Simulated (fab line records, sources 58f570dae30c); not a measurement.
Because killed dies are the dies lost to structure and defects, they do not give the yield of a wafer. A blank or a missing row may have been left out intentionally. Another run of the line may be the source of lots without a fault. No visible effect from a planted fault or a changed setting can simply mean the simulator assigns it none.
8D (eight disciplines) problem report, filled in by code    flow berkeleyCmos170    the parts of the form that need people (team, actions taken, sign-off) are left out

1. THE ISSUE
Wafers without a fault read 296.6 W, standard deviation 1.1; rfFwdPowerW at UCB170_GATE_ETCH_15 reads a mean of 248.7 W on 9 wafers belonging to 3 lots. That is -44 standard deviations from the usual mean.
The step: etches poly-Si in HBr/Cl2, stops on SiO2, time 56.3 s, target depth 278.2 nm.
The first sign was on wafer L932.3 at day 8 14:09, on rieSi-02. The record holds 42 wafers of 14 lots with a number at this step. Rule for "out" (also "out of limits"): further than 4 standard deviations from the usual mean. The rest of the wafers with a number are treated as sound.

2. WHAT IT IS, AND WHAT IT ISN'T
question                     is                      is not
which readings at this step  rfFwdPowerW             drypumpMotorCurrentA, oesProductAu, throttleValvePct
which lots                   L932, L935, L936        L925, L928, L929, L930, L938, L941, L943, L945, L946, L947, L948
which wafers of those lots   all that have a number  -
read on which tools          rieSi-02                rieSi-01
when                         from day 8 14:09        up to then (12 sound wafers); but 21 sound wafers of L938, L941, L943, L945, L946, L947, L948 came after

3. THE SUSPECTS, EACH WITH WHAT RULES IT OUT
Counting: a tool at a process step up to the reading stays a suspect if it ran every lot that is out and no sound lot after the first of them.
- rieSi-02 at UCB170_GATE_ETCH_15 (etches poly-Si in HBr/Cl2, stops on SiO2, time 56.3 s, target depth 278.2 nm): ruled out as a lasting fault. Following L932 (day 8 14:09), the first lot on it that is out, the sound lots L947 were run on it.
Left after counting: nothing in the record.

4. THE CAUSE (what the simulator had put in)
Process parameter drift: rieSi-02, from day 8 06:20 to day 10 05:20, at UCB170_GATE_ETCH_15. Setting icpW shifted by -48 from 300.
Counting ruled it out, wrongly.

5. THE CHAIN OF EFFECTS, in route order
One row per reading whose mean, taken over the struck wafers that have a number, lies over 3 standard deviations from the usual. Readings are gone through only where the record gives a usual standard deviation; hours: the median, over the lots, of the time from a lot's start at the first step in this table giving one to that lot's start at this step; sigmas: the change measured in usual standard deviations.
hours  step                 reading      usual    on struck wafers  change  sigmas
0      UCB170_GATE_ETCH_15  rfFwdPowerW  296.6 W  248.7             -47.9   -44
It contains these process steps:
- UCB170_GATE_ETCH_15: etches poly-Si in HBr/Cl2, stops on SiO2, time 56.3 s, target depth 278.2 nm.

6. HOW IT WOULD HAVE BEEN CAUGHT EARLIER
In this record no reading fell out of limits until day 8 14:09, 8 hours after the fault had begun at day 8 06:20.
